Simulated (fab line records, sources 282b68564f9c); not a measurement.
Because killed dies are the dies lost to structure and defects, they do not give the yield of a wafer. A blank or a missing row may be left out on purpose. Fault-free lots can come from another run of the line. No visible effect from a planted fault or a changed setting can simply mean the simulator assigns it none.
Which tool was responsible? | flow rit cmos | 14 lots with 42 wafers sampled at 5 steps, on a route of 202 steps

## WHAT THE GAUGES SHOWED, per wafer
RIT_FOX1_THK_MEAS_01. Usual: FOX1_OXIDE_THK typically reads 355 nm, with standard deviation 7.4.
lot  | measured    | on            | FOX1_OXIDE_THK (nm) | flag
L552 | day 1 18:04 | film metro-02 | 350 356 351         |
L553 | day 1 21:56 | film metro-04 | 351 357 349         |
L555 | day 2 08:00 | film metro-04 | 352 351 352         |
L557 | day 2 17:57 | film metro-04 | 358 357 356         |
L558 | day 2 23:27 | film metro-02 | 357 361 361         |
L559 | day 3 03:50 | film metro-01 | 357 358 352         |
L560 | day 3 10:22 | film metro-01 | 372 373 373         |
L561 | day 3 13:51 | film metro-02 | 345 342 347         |
L565 | day 4 10:21 | film metro-01 | 314 310 314         | OFF
L566 | day 4 14:56 | film metro-02 | 316 316 311         | OFF
L569 | day 5 06:55 | film metro-02 | 360 365 359         |
L570 | day 5 11:00 | film metro-02 | 343 345 339         |
L571 | day 5 15:56 | film metro-02 | 363 363 363         |
L573 | day 6 01:49 | film metro-02 | 354 362 359         |

RIT_PSD_OVL_MEAS_06. Usual: PSD_OVL typically reads 0.1 nm, with standard deviation 1.2.
lot  | measured    | on         | PSD_OVL (nm)   | flag
L552 | day 3 00:28 | overlay-01 | -0.2 0.3 -1.7  |
L553 | day 3 06:16 | overlay-02 | 1.1 0.0 0.1    |
L555 | day 3 16:00 | overlay-02 | -1.2 -0.2 -0.3 |
L557 | day 4 01:09 | overlay-02 | -2.9 -1.0 -2.7 |
L558 | day 4 06:40 | overlay-02 | 0.0 0.0 1.6    |
L559 | day 4 11:08 | overlay-02 | -1.2 -0.2 -0.9 |
L560 | day 4 17:02 | overlay-02 | -1.3 -3.4 0.4  |
L561 | day 4 21:04 | overlay-02 | 0.1 0.7 2.5    |
L565 | day 5 17:05 | overlay-02 | -0.6 1.0 1.5   |
L566 | day 5 22:48 | overlay-02 | 0.9 0.9 0.5    |
L569 | day 6 14:37 | overlay-01 | -0.1 0.2 0.0   |
L570 | day 6 18:48 | overlay-02 | 1.3 0.8 1.0    |
L571 | day 6 23:09 | overlay-02 | 2.1 0.4 0.6    |
L573 | day 7 09:47 | overlay-02 | 0.6 0.8 0.4    |

## WHAT TOOL EACH LOT RAN ON (gives the tool, then ch and the chambers of the sampled wafers, and finally the start)
lot  | RIT_FOX1_OXIDATION_00        | RIT_NRETRO_STRIP_09                 | RIT_PRETRO_STRIP_09
L552 | furnace-01 ch 0, day 1 16:45 | plasma asher-04 ch 0,1, day 2 06:14 | plasma asher-02 ch 0,1, day 2 07:55
L553 | furnace-01 ch 0, day 1 20:38 | plasma asher-04 ch 0,1, day 2 11:18 | plasma asher-02 ch 1, day 2 13:10
L555 | furnace-03 ch 0, day 2 06:41 | plasma asher-02 ch 0,1, day 2 20:19 | plasma asher-01 ch 0,1, day 2 22:00
L557 | furnace-02 ch 0, day 2 16:38 | plasma asher-01 ch 0,1, day 3 06:25 | plasma asher-01 ch 0,1, day 3 07:59
L558 | furnace-02 ch 0, day 2 22:07 | plasma asher-02 ch 0,1, day 3 12:06 | plasma asher-03 ch 0,1, day 3 13:56
L559 | furnace-01 ch 0, day 3 02:31 | plasma asher-02 ch 0,1, day 3 16:33 | plasma asher-02 ch 0,1, day 3 18:06
L560 | furnace-03 ch 0, day 3 09:03 | plasma asher-04 ch 0,1, day 3 22:48 | plasma asher-02 ch 0,1, day 4 00:28
L561 | furnace-01 ch 0, day 3 12:31 | plasma asher-02 ch 0,1, day 4 02:15 | plasma asher-02 ch 0,1, day 4 03:48
L565 | furnace-02 ch 0, day 4 09:00 | plasma asher-04 ch 0,1, day 4 23:02 | plasma asher-01 ch 0,1, day 5 00:35
L566 | furnace-02 ch 0, day 4 13:38 | plasma asher-01 ch 0,1, day 5 03:47 | plasma asher-01 ch 0,1, day 5 05:32
L569 | furnace-01 ch 0, day 5 05:35 | plasma asher-02 ch 0, day 5 19:26   | plasma asher-01 ch 0,1, day 5 21:01
L570 | furnace-03 ch 0, day 5 09:40 | plasma asher-01 ch 0,1, day 6 00:08 | plasma asher-01 ch 0,1, day 6 01:59
L571 | furnace-01 ch 0, day 5 14:38 | plasma asher-01 ch 0,1, day 6 05:09 | plasma asher-02 ch 0,1, day 6 06:42
L573 | furnace-03 ch 0, day 6 00:30 | plasma asher-04 ch 0,1, day 6 15:01 | plasma asher-03 ch 0,1, day 6 16:34
- RIT_FOX1_OXIDATION_00: target thk 350.7 nm, ox time 1130 s.
- RIT_NRETRO_STRIP_09: strips in O2, time 180 s.
- RIT_PRETRO_STRIP_09: strips in O2, time 180 s.

## AS READ BY THE TOOLS THEMSELVES (means over the sampled wafers that have a number; for cases with no such wafer, the mark the record gives instead)
RIT_FOX1_OXIDATION_00. Usual: spike tc centre C 1102.6 C, standard deviation 1; spike tc load C 1129.1 C, standard deviation 1.5; spike tc source C 1127.1 C, standard deviation 2.2; tube center temp C 1100 C, standard deviation 0.1; tube_center_temp_C_max 1102.8, standard deviation 0.45; zone power load pct 41.7 %, standard deviation 0.92.
lot  | tool       | spike tc centre C (C) | spike tc load C (C) | spike tc source C (C) | tube center temp C (C) | tube_center_temp_C_max | zone power load pct (%) | flag
L552 | furnace-01 | 1102.0                | 1130.9              | 1129.6                | 1100                   | 1102.5                 | 41.8                    |
L553 | furnace-01 | 1102.4                | 1130.9              | 1129.6                | 1100                   | 1103.1                 | 41.4                    |
L555 | furnace-03 | 1101.8                | 1128.4              | 1125.8                | 1100                   | 1102.9                 | 43.1                    |
L557 | furnace-02 | 1103.0                | 1128.4              | 1124.3                | 1100                   | 1103.0                 | 41.0                    |
L558 | furnace-02 | 1102.7                | 1128.9              | 1125.8                | 1100                   | 1102.9                 | 41.2                    |
L559 | furnace-01 | 1102.3                | 1131.5              | 1130.0                | 1100                   | 1102.6                 | 41.5                    |
L560 | furnace-03 | 1102.6                | 1128.2              | 1126.2                | 1100                   | 1102.6                 | 42.9                    |
L561 | furnace-01 | 1102.5                | 1130.0              | 1130.0                | 1100                   | 1102.8                 | 41.8                    |
L565 | furnace-02 | 1077.5                | 1103.6              | 1101.3                | 1075                   | 1077.8                 | 38.7                    | OFF
L566 | furnace-02 | 1077.9                | 1103.7              | 1100.0                | 1075                   | 1077.9                 | 38.6                    | OFF
L569 | furnace-01 | 1102.7                | 1130.8              | 1129.5                | 1100                   | 1102.8                 | 41.2                    |
L570 | furnace-03 | 1102.4                | 1128.6              | 1126.5                | 1100                   | 1103.2                 | 43.3                    |
L571 | furnace-01 | 1101.9                | 1130.0              | 1129.2                | 1100                   | 1102.4                 | 41.9                    |
L573 | furnace-03 | 1103.6                | 1127.9              | 1126.1                | 1100                   | 1102.7                 | 43.4                    |

RIT_NRETRO_STRIP_09. Usual: drypump motor current A 5.5 A, standard deviation 0.39.
lot  | tool            | drypump motor current A (A) | flag
L552 | plasma asher-04 | 5.8                         |
L553 | plasma asher-04 | 5.8                         |
L555 | plasma asher-02 | 5.5                         |
L557 | plasma asher-01 | 5.2                         |
L558 | plasma asher-02 | 5.9                         |
L559 | plasma asher-02 | 5.5                         |
L560 | plasma asher-04 | 5.8                         |
L561 | plasma asher-02 | 5.5                         |
L565 | plasma asher-04 | 5.8                         |
L566 | plasma asher-01 | 5.2                         |
L569 | plasma asher-02 | 6.2                         |
L570 | plasma asher-01 | 5.2                         |
L571 | plasma asher-01 | 5.2                         |
L573 | plasma asher-04 | 5.8                         |

RIT_PRETRO_STRIP_09. Usual: drypump motor current A 5.5 A, standard deviation 0.51.
lot  | tool            | drypump motor current A (A) | flag
L552 | plasma asher-02 | 5.8                         |
L553 | plasma asher-02 | 5.2                         |
L555 | plasma asher-01 | 5.2                         |
L557 | plasma asher-01 | 5.2                         |
L558 | plasma asher-03 | 6.3                         |
L559 | plasma asher-02 | 5.5                         |
L560 | plasma asher-02 | 5.9                         |
L561 | plasma asher-02 | 5.5                         |
L565 | plasma asher-01 | 5.2                         |
L566 | plasma asher-01 | 5.2                         |
L569 | plasma asher-01 | 5.2                         |
L570 | plasma asher-01 | 5.2                         |
L571 | plasma asher-02 | 5.8                         |
L573 | plasma asher-03 | 6.4                         |

## THE ANSWER, worked out from the rows above alone
Rule: lot off if the mean of its wafers having a number is beyond 3 standard deviations from the usual mean. A lot without any number at a reading at which 4 lots or more have one is off too. Where the step has rows for the other lots, those lots are counted as sound. After the gauges, taken in route order, come the tools' own readings; for these a lot's mean is taken, as printed above. The first step at which some lot is off is used, and at that step the reading that is off furthest; a lot without a number counts as furthest.
Off: L565, L566, at RIT_FOX1_THK_MEAS_01 (FOX1_OXIDE_THK).
If a tool, at a process step before that reading, ran all the lots that are off and no sound lot after the first of them, it fits. The gauges at RIT_FOX1_THK_MEAS_01 aren't tried: what is off there is off at RIT_FOX1_OXIDATION_00 too, on other tools, and a gauge's error can't cause that. One fits: RIT_FOX1_OXIDATION_00 on furnace-02. A fault onset in the window from L558 (day 2 22:07, its last sound lot) to L565 (day 4 09:00, its first lot off) fits.
The tool's own readings at RIT_FOX1_OXIDATION_00 bear it out: on the lots that are off they differ by more than 5 times the standard deviation of the sound lots' means. spike tc centre C reads 1077.7 C there against 1102.5 C on the sound lots; spike tc load C reads 1103.7 C there against 1129.5 C on the sound lots; spike tc source C reads 1100.7 C there against 1127.7 C on the sound lots; tube center temp C reads 1075 C there against 1100 C on the sound lots; tube_center_temp_C_max reads 1077.8 there against 1102.8 on the sound lots.

## WHAT WAS PUT IN BY THE SIMULATOR
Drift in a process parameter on furnace-02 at RIT_FOX1_OXIDATION_00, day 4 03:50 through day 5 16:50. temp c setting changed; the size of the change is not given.
Lots struck among those shown: L565, L566. The rule above reached the same finding.
